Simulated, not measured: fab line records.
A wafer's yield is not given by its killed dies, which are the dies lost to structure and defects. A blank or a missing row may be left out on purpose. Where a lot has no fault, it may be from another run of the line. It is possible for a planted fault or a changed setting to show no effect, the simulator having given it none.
fab line records ; flow rit-cmos
record: lots: 6; wafers: 18; last-day: 7
route steps=202 shown NWELL@36 PWELL@39 M1@202
lots untouched by any fault: they come from a run of this same line in which no faults occurred
start-h: hours from the record's first day to the start of the lot's first wafer shown ; wait-h: hours since the lot's step before ; " as in the row above ; L1.1+2: several wafers, shown together as one row ; - either no value or no given start ; * or withheld: withheld ; < > ~ a bound
route shown NAME@n: NAME is a module with steps in the file, n the number in the route of the first one ; usual: the fault-free wafers' mean and standard deviation ; same: alike in all rows ; chamber/n: place in a boat ; sites: per-site readings ; _std_site: the values' standard deviation ; _edge_site: mean of outer sites minus mean of inner sites ; radius-mm: how far each site lies from the wafer's centre ; mask NAME#n: copy n ; behind: tool/chamber where the wafer was last shaped ; hold: why the lot was held/for how many hours/how that ended ; device: transistor that didn't switch, given as n, p or np ; end of line: the route-end tests of the same wafers ; a step without rows: its recipe alone ; killed: count of dies lost to structure and defects at first sort (not the wafer's yield) ; map: per-die view of a wafer (x killed, . not killed, _ where there is no die)
set.NAME: the setting that was run; set.NAME@STEP: the one run at that earlier step ; model.NAME: the simulator's own value behind a step, which no gauge read
lots at some steps of the route; a table a step, a row a wafer
services: the hour from which a tool's chamber was out of use, counted from the record's first day as start-h (under 0 if before that day), plus the number of hours and why
== steps ==
step: RIT_NWELL_IMPLANT_08
recipe: species: P; energy-kev: 170; dose-cm2: 5e+13; tilt-deg: 7.293
step: RIT_NWELL_STRIP_09
recipe: chemistry: O2; time-s: 180; resist: NOVOLAK; platen-temp-c: withheld; power-w: 500; pressure-mtorr: 4000; o2-flow-sccm: 4000
usual: drypump-motor-current-A: 5.8/0.48; o2-flow-sccm: 3999/12
lot.wafer;tool;chamber;start-h;wait-h;drypump-motor-current-A;o2-flow-sccm;rf-hours-counter-h
L621.2;plasma-asher-04;0;37.96;0.1;5.9;3974;39
L621.4;plasma-asher-04;0;37.96;0.1;5.9;3990;-
L621.6;plasma-asher-04;0;37.96;0.1;5.9;3988;-
L625.3;plasma-asher-03;1;57.41;0.1;5.5;3994;-
L625.4;plasma-asher-03;0;57.41;0.1;6.2;3997;-
L625.6;plasma-asher-03;0;57.41;0.1;6.2;3993;-
L633.1;plasma-asher-04;1;99.31;0.1;5.6;4015;46
L633.2;plasma-asher-04;0;99.31;0.1;5.9;3984;46
L633.3;plasma-asher-04;1;99.31;0.1;5.7;3998;-
L635.2;plasma-asher-04;1;108.19;0.1;5.6;4009;47
L635.4;plasma-asher-04;0;108.19;0.1;5.9;3989;-
L635.5;plasma-asher-04;0;108.19;0.1;5.9;3998;-
L637.2;plasma-asher-03;1;131.70;0.1;5.5;3992;44
L637.5;plasma-asher-03;1;131.70;0.1;5.5;4020;-
L637.6;plasma-asher-03;0;131.70;0.1;6.2;4019;-
L640.2;plasma-asher-04;0;136.65;0.1;5.9;3991;50
L640.3;plasma-asher-04;1;136.65;0.1;5.6;4006;-
L640.5;plasma-asher-04;0;136.65;0.1;5.9;3995;-
step: RIT_NWELL_TW_MEAS_10
usual: NWELL_TW: 2121/16
lot.wafer;tool;chamber;start-h;wait-h;NWELL_TW
L621.2;film-metro-01;-;38.15;0.1;2107
L621.4;film-metro-01;-;38.15;0.1;2101
L621.6;film-metro-01;-;38.15;0.1;2104
L625.3;film-metro-03;-;57.55;0.1;2110
L625.4;film-metro-03;-;57.55;0.1;2107
L625.6;film-metro-03;-;57.55;0.1;2102
L633.1;film-metro-04;-;99.49;0.1;2135
L633.2;film-metro-04;-;99.49;0.1;2139
L633.3;film-metro-04;-;99.49;0.1;2136
L635.2;film-metro-03;-;108.38;0.1;2099
L635.4;film-metro-03;-;108.38;0.1;2110
L635.5;film-metro-03;-;108.38;0.1;2114
L637.2;film-metro-04;-;131.88;0.1;2157
L637.5;film-metro-04;-;131.88;0.1;2145
L637.6;film-metro-04;-;131.88;0.1;2142
L640.2;film-metro-04;-;136.83;0.1;2140
L640.3;film-metro-04;-;136.83;0.1;2155
L640.5;film-metro-04;-;136.83;0.1;2147
step: RIT_PWELL_HMDS_00
recipe: prime-time-s: 60; prime-temp-c: 140
step: RIT_PWELL_COAT_01
recipe: resist: NOVOLAK; spin-rpm: 2000; resist-thk-nm: 1300
step: RIT_PWELL_SOFTBAKE_02
recipe: resist: NOVOLAK; temp-c: 90; time-s: 60
step: RIT_PWELL_EXPOSE_03
recipe: mask-id: M3; na: 0.57; target-cd-nm: 43700; dose-mj: 250
step: RIT_PWELL_PEB_04
recipe: resist: NOVOLAK; temp-c: withheld; time-s: withheld
step: RIT_PWELL_DEVELOP_05
recipe: resist: NOVOLAK; develop-time-s: 70.14; dev-temp-c: 23
step: RIT_PWELL_OVL_MEAS_06
usual: PWELL_OVL: -0.3/1.5
lot.wafer;tool;chamber;start-h;wait-h;PWELL_OVL[nm]
L621.2;overlay-02;-;39.09;-;-3.4
L621.4;overlay-02;-;39.09;-;-1.6
L621.6;overlay-02;-;39.09;-;-1.7
L625.3;overlay-02;-;58.60;-;-0.1
L625.4;overlay-02;-;58.60;-;-0.3
L625.6;overlay-02;-;58.60;-;-0.5
L633.1;overlay-02;-;100.43;-;0.1
L633.2;overlay-02;-;100.43;-;-0.1
L633.3;overlay-02;-;100.43;-;-0.1
L635.2;overlay-01;-;109.65;-;-0.9
L635.4;overlay-01;-;109.65;-;0.3
L635.5;overlay-01;-;109.65;-;-1.4
L637.2;overlay-02;-;132.94;-;-1.8
L637.5;overlay-02;-;132.94;-;-1.9
L637.6;overlay-02;-;132.94;-;-3.1
L640.2;overlay-02;-;137.89;-;2.0
L640.3;overlay-02;-;137.89;-;3.3
L640.5;overlay-02;-;137.89;-;0.5
step: RIT_PWELL_HARDBAKE_07
recipe: resist: NOVOLAK; temp-c: 140; time-s: 120
step: RIT_PWELL_IMPLANT_08
recipe: species: B; energy-kev: 170; dose-cm2: 7e+13; tilt-deg: 7
step: RIT_PWELL_STRIP_09
recipe: chemistry: O2; time-s: 180; resist: NOVOLAK; platen-temp-c: withheld; power-w: 500; pressure-mtorr: 4000; o2-flow-sccm: 4000
usual: drypump-motor-current-A: 5.7/0.56; o2-flow-sccm: 4000/13
lot.wafer;tool;chamber;start-h;wait-h;drypump-motor-current-A;o2-flow-sccm;rf-hours-counter-h
L621.2;plasma-asher-02;0;39.52;0.1;5.1;4000;41
L621.4;plasma-asher-02;1;39.52;0.1;6.6;4003;-
L621.6;plasma-asher-02;1;39.52;0.1;6.5;4007;-
L625.3;plasma-asher-04;1;59.09;0.1;5.6;3989;-
L625.4;plasma-asher-04;0;59.09;0.1;5.9;4004;-
L625.6;plasma-asher-04;1;59.09;0.1;5.6;3991;-
L633.1;plasma-asher-02;1;100.86;0.1;6.5;3993;47
L633.2;plasma-asher-02;0;100.86;0.1;5.1;4010;47
L633.3;plasma-asher-02;1;100.86;0.1;6.6;3996;-
L635.2;plasma-asher-04;1;110.08;0.1;5.7;4012;47
L635.4;plasma-asher-04;1;110.08;0.1;5.7;4010;-
L635.5;plasma-asher-04;0;110.08;0.1;5.9;4791;-
L637.2;plasma-asher-04;1;133.37;0.1;5.6;4003;49
L637.5;plasma-asher-04;0;133.37;0.1;5.9;4783;-
L637.6;plasma-asher-04;1;133.37;0.1;5.6;3995;-
L640.2;plasma-asher-02;1;138.32;0.1;6.6;4002;1
L640.3;plasma-asher-02;0;138.32;0.1;5.1;3993;-
L640.5;plasma-asher-02;1;138.32;0.1;6.6;4026;-
step: RIT_PWELL_TW_MEAS_10
usual: PWELL_TW: 941/6.6
lot.wafer;tool;chamber;start-h;wait-h;PWELL_TW
L621.2;film-metro-03;-;39.71;0.1;931
L621.4;film-metro-03;-;39.71;0.1;931
L621.6;film-metro-03;-;39.71;0.1;931
L625.3;film-metro-04;-;59.22;0.1;947
L625.4;film-metro-04;-;59.22;0.1;949
L625.6;film-metro-04;-;59.22;0.1;940
L633.1;film-metro-01;-;101.04;0.1;944
L633.2;film-metro-01;-;101.04;0.1;941
L633.3;film-metro-01;-;101.04;0.1;943
L635.2;film-metro-01;-;110.26;0.1;943
L635.4;film-metro-01;-;110.26;0.1;944
L635.5;film-metro-01;-;110.26;0.1;943
L637.2;film-metro-03;-;133.56;0.1;941
L637.5;film-metro-03;-;133.56;0.1;937
L637.6;film-metro-03;-;133.56;0.1;937
L640.2;film-metro-01;-;138.51;0.1;945
L640.3;film-metro-01;-;138.51;0.1;939
L640.5;film-metro-01;-;138.51;0.1;946
step: RIT_M1_PROBE_99
usual: killed-at-contacts: 0.0/0.2; killed-at-front-end: 7.0/2.8; killed-dies: 7.0/2.8; killed-open: 3.4/1.9; killed-short: 3.6/2
same: gross-dies: 264; killed_at_M0_to_M3: 0; killed_at_M4_up: 0; killed-at-back-side: 0; killed-at-other: 0
lot.wafer;tool;chamber;start-h;wait-h;killed-at-contacts;killed-at-front-end;killed-dies;killed-open;killed-short
L621.2;prober-01;-;75.67;0.1;0;7;7;4;3
L621.4;prober-01;-;75.77;0.2;0;5;5;2;3
L621.6;prober-01;-;75.87;0.2;0;10;10;5;5
L633.1;prober-01;-;152.82;0.1;0;8;8;4;4
L633.2;prober-01;-;152.87;0.1;0;3;3;1;2
L633.3;prober-01;-;152.92;0.2;0;4;4;2;2
L637.2;prober-01;-;172.02;0.1;0;7;7;3;4
L637.5;prober-01;-;172.17;0.2;0;6;6;2;4
L637.6;prober-01;-;172.22;0.2;0;4;4;2;2
killed by level:class
L621.2 FOX2:geometric-particle:short=2 SILICIDE:geometric-particle:open=2 FOX1:geometric-particle:open=1 GATE:geometric-particle:short=1 SPACER:geometric-particle:open=1
L621.4 GATE:geometric-particle:open=2 FOX1:geometric-particle:short=1 FOX2:geometric-particle:short=1 REOX:geometric-particle:short=1
L621.6 GATE:geometric-particle:short=4 GATE:geometric-particle:open=3 FOX1:geometric-particle:open=1 FOX2:geometric-particle:open=1 FOX2:geometric-particle:short=1
L633.1 GATE:geometric-particle:open=3 GATE:geometric-particle:short=2 FOX1:geometric-particle:short=1 SPACER:geometric-particle:short=1 SPACER:geometric-particle:open=1
L633.2 FOX1:geometric-particle:short=1 FOX2:geometric-particle:open=1 SPACER:geometric-particle:short=1
L633.3 GATE:geometric-particle:short=1 GATE:geometric-particle:open=1 SPACER:geometric-particle:short=1 SPACER:geometric-particle:open=1
L637.2 GATE:geometric-particle:short=3 GATE:geometric-particle:open=3 SILICIDE:geometric-particle:short=1
L637.5 GATE:geometric-particle:short=2 FOX1:geometric-particle:short=1 FOX1:geometric-particle:open=1 REOX:geometric-particle:open=1 REOX:geometric-particle:short=1
L637.6 GATE:geometric-particle:open=2 GATE:geometric-particle:short=1 SILICIDE:geometric-particle:short=1
== services ==
tool;chamber;start-h;hours;kind
plasma-asher-02;-;108.75;9.0;pm
plasma-asher-02;0;108.75;11.4;vent-cycle
plasma-asher-02;1;108.75;11.4;vent-cycle
plasma-asher-02;-;116.00;4.1;repair
plasma-asher-02;0;117.75;-;clean
plasma-asher-02;1;117.75;-;clean
== key ==
first-sign: step: RIT_PWELL_STRIP_09; reading: o2-flow-sccm; direction: up; sigmas: 61; usual: 4000; struck: 4787
effect none on later readings
met-at RIT_PWELL_STRIP_09
struck-wafers L635.5,L637.5
tester-left-out L635,L637
onset-between 59.09 110.08
fault: kind: process-parameter-drift; tool: plasma-asher-04; chamber: 0; onset-h: 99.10; steps: RIT_PWELL_STRIP_09; channel: o2-flow-sccm; offset: 800; shape: step; end-h: 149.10; acts-in: these-recipes-only; stated: 4000
tester-left-out: of these lots the tester's yield and bins aren't shown, on N5 and GAA mostly nor the transistor test; their killed dies are dies lost to structure and defects alone, not to doping, threshold or leakage, so they don't give the yield
